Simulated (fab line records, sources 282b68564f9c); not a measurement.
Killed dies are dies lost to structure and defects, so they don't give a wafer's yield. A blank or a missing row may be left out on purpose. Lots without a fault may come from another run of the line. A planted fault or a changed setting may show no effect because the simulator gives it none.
A struck lot beside a sound one | flow rit_cmos | 21 steps out of a route of 202
Sound: wafers L373.2, L373.4, L373.6. Struck: wafers L378.1, L378.2, L378.6. The cause comes at the end.
At each step with rows: each side's tool, then ch and its chambers, then its first start. Under that, the readings that differ: sound wafers | struck wafers | difference of the means | sigmas: that difference in standard deviations of wafers without a fault.
alike: readings whose means differ by less than 2 such deviations, and words and numbers that are the same on both sides. not compared: withheld readings, readings that some wafer has no value for, bounds like >300 that may hide the same value, and numbers for which the record gives no deviation and whose values overlap.
The two part at a step that has a row with sigmas, a row that says differs or no value, or rows on one side only. Numbers that don't overlap but have no deviation are shown without sigmas and don't part them. A reading that every wafer of one side lacks parts them only if that side has two wafers or more.

RIT_PLDD_OVL_MEAS_06:
  sound on overlay-02, day 4 06:40; struck on overlay-01, day 5 04:44
  reading       | sound        | struck         | difference | sigmas
  PLDD_OVL (nm) | -0.3 0.9 1.4 | -2.9 -3.5 -3.1 | -3.8       | -3
then, 2 steps without rows for these wafers: RIT_PLDD_HARDBAKE_07 (time 60 s); RIT_PLDD_IMPLANT_08.
RIT_PLDD_STRIP_09: strips in O2, time 180 s.
  sound on plasma_asher-03 ch 0,1, day 4 07:00; struck on plasma_asher-03 ch 0,1, day 5 05:04
  alike: drypump_motor_current_A, o2_flow_sccm
  not compared: rf_hours_counter_h
RIT_PLDD_TW_MEAS_10:
  sound on film_metro-04, day 4 07:11; struck on film_metro-04, day 5 05:14
  alike: PLDD_TW
then, 4 steps without rows for these wafers: RIT_SPACER_CLEAN_00 (cleans in SC1, time 600 s); RIT_SPACER_CLEAN_01 (cleans in dHF, time 30 s); RIT_SPACER_CLEAN_02 (cleans in SC2, time 600 s); RIT_SPACER_CVD_03 (deposits Si3N4 from SiH2Cl2/NH3, target thk 250 nm, time 3300 s).
RIT_SPACER_THK_MEAS_04:
  sound on film_metro-01, day 4 09:34; struck on film_metro-04, day 5 07:38
  alike: SPACER_NITRIDE_THK
RIT_SPACER_ETCHBACK_05: etches Si3N4 in SF6/CHF3, stops on SiO2, target depth 250 nm, time 240 s.
  sound on rie_diel-04 ch 1,3, day 4 09:37; struck on rie_diel-02 ch 0,1,2, day 5 07:42
  alike: drypump_motor_current_A, oes_product_au, throttle_valve_pct
  not compared: rf_hours_counter_h
then, 1 step without rows for these wafers: RIT_NSD_HMDS_00 (prime time 60 s).
RIT_NSD_COAT_01: resist thk 1000 nm.
  sound on litho_track-02 ch 0, day 4 09:56; struck on litho_track-02 ch 0, day 5 08:00
  reading                                  | sound         | struck            | difference | sigmas
  model.NOVOLAK_of_NSD_COAT_01.thk_nm (nm) | 998 1001 1000 | 984.4 986.5 984.2 | -14.6      |
then, 4 steps without rows for these wafers: RIT_NSD_SOFTBAKE_02 (time 60 s); RIT_NSD_EXPOSE_03 (exposes mask M9, target cd 40700 nm); RIT_NSD_PEB_04; RIT_NSD_DEVELOP_05 (develop time 50 s).
RIT_NSD_OVL_MEAS_06:
  sound on overlay-02, day 4 10:44; struck on overlay-01, day 5 08:50
  alike: NSD_OVL
RIT_NSD_HARDBAKE_07: time 60 s.
  sound on litho_track-04 ch 0, day 4 10:48; struck on litho_track-03 ch 0, day 5 08:52
  reading                                  | sound             | struck          | difference | sigmas
  model.NOVOLAK_of_NSD_COAT_01.thk_nm (nm) | 882.1 884.4 883.7 | 870.2 871.9 870 | -12.7      |
  alike: heater_power_total_W
then, 1 step without rows for these wafers: RIT_NSD_IMPLANT_08.
RIT_M1_PROBE_99:
  sound on prober-01, day 4 20:45; struck on prober-02, day 5 18:58
  alike: killed_at_contacts, killed_at_front_end, killed_dies, killed_open, killed_short

WHERE THEY PART
Only at RIT_PLDD_OVL_MEAS_06, within this record. Later steps at which nothing parts them and some readings are alike: RIT_PLDD_STRIP_09, RIT_PLDD_TW_MEAS_10, RIT_SPACER_THK_MEAS_04, RIT_SPACER_ETCHBACK_05, RIT_NSD_OVL_MEAS_06, RIT_NSD_HARDBAKE_07, RIT_M1_PROBE_99.

WHY: what the simulator had put in
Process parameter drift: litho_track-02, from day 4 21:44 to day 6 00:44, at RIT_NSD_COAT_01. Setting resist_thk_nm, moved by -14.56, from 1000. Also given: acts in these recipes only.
